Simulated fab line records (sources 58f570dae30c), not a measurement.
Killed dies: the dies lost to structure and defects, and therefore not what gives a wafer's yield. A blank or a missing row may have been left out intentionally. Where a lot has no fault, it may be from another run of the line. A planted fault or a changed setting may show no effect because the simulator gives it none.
One fault through the eyes of 2 desks | flow berkeley-cmos170 | what lay behind the numbers comes last; until then each desk has only its own

THE TOOL OWNER'S DESK: plasma-asher-02
The tool's own readings at UCB170_M2_STRIP_07 (strips in O2): means of the sampled wafers that have a number, for each lot that ran on this tool. Marked OUT: a lot whose mean sits more than 4 standard deviations from the usual mean, which makes it out of limits; the brackets give that distance.
Columns: A = drypump-motor-current-A at UCB170_M2_STRIP_07, usual 5.7 A; B = oes-product-au at UCB170_M2_STRIP_07, usual 0.734 a.u.; C = strip-time-to-endpoint-s at UCB170_M2_STRIP_07, usual 21.97 s
lot  | first seen here | A   | B     | C
L438 | day 8 12:59     | 6.1 | 0.735 | 21.97
L447 | day 10 15:25    | 6.1 | 0.736 | 22.04
L445 | day 10 15:45    | 5.8 | 0.734 | 21.98
L444 | day 10 17:06    | 6.1 | 0.729 | 21.88
L449 | day 10 18:23    | 6.0 | 0.735 | 21.92
L452 | day 11 12:58    | 6.1 | 0.735 | 21.99
L453 | day 12 03:35    | 6.0 | 0.734 | 21.92
This desk's verdict: no lot among the 7 shows anything out of limits.

AT THE METROLOGY DESK
Lot by lot, what the gauges showed, no matter which tool ran the lot: averages of those sampled wafers that carry a number. Marked OUT: a lot whose mean sits more than 4 standard deviations from the usual mean, which makes it out of limits; the brackets give that distance.
Columns: A = cd-nm at UCB170_V1_CD_MEAS_90, usual 700.2 nm; B = M2_OVL at UCB170_M2_OVL_MEAS_16, usual 3 nm
lot  | first seen here | A     | B
L438 | day 8 11:37     | 700.5 | -3
L439 | day 8 18:22     | 699.9 | -1
L440 | day 9 13:47     | 701.3 | 3
L443 | day 9 15:07     | 700.2 | 3
L441 | day 9 16:44     | 699.5 | 0
L447 | day 10 14:31    | 699.4 | 1
L445 | day 10 14:52    | 700.0 | 3
L446 | day 10 15:17    | 699.3 | 8
L444 | day 10 15:49    | 697.8 | 1
L449 | day 10 17:29    | 699.3 | -1
L450 | day 11 10:15    | 698.9 | 4
L452 | day 11 11:55    | 698.9 | -0
L453 | day 12 02:41    | 702.1 | 3
L460 | day 14 02:24    | 699.5 | 7
This desk's verdict: no lot among the 14 shows anything out of limits.

PUT TOGETHER
Nothing out of limits was seen by the tool owner's desk.
At the metrology desk, nothing out of limits was observed.

WHAT THE SIMULATOR HAD PUT IN
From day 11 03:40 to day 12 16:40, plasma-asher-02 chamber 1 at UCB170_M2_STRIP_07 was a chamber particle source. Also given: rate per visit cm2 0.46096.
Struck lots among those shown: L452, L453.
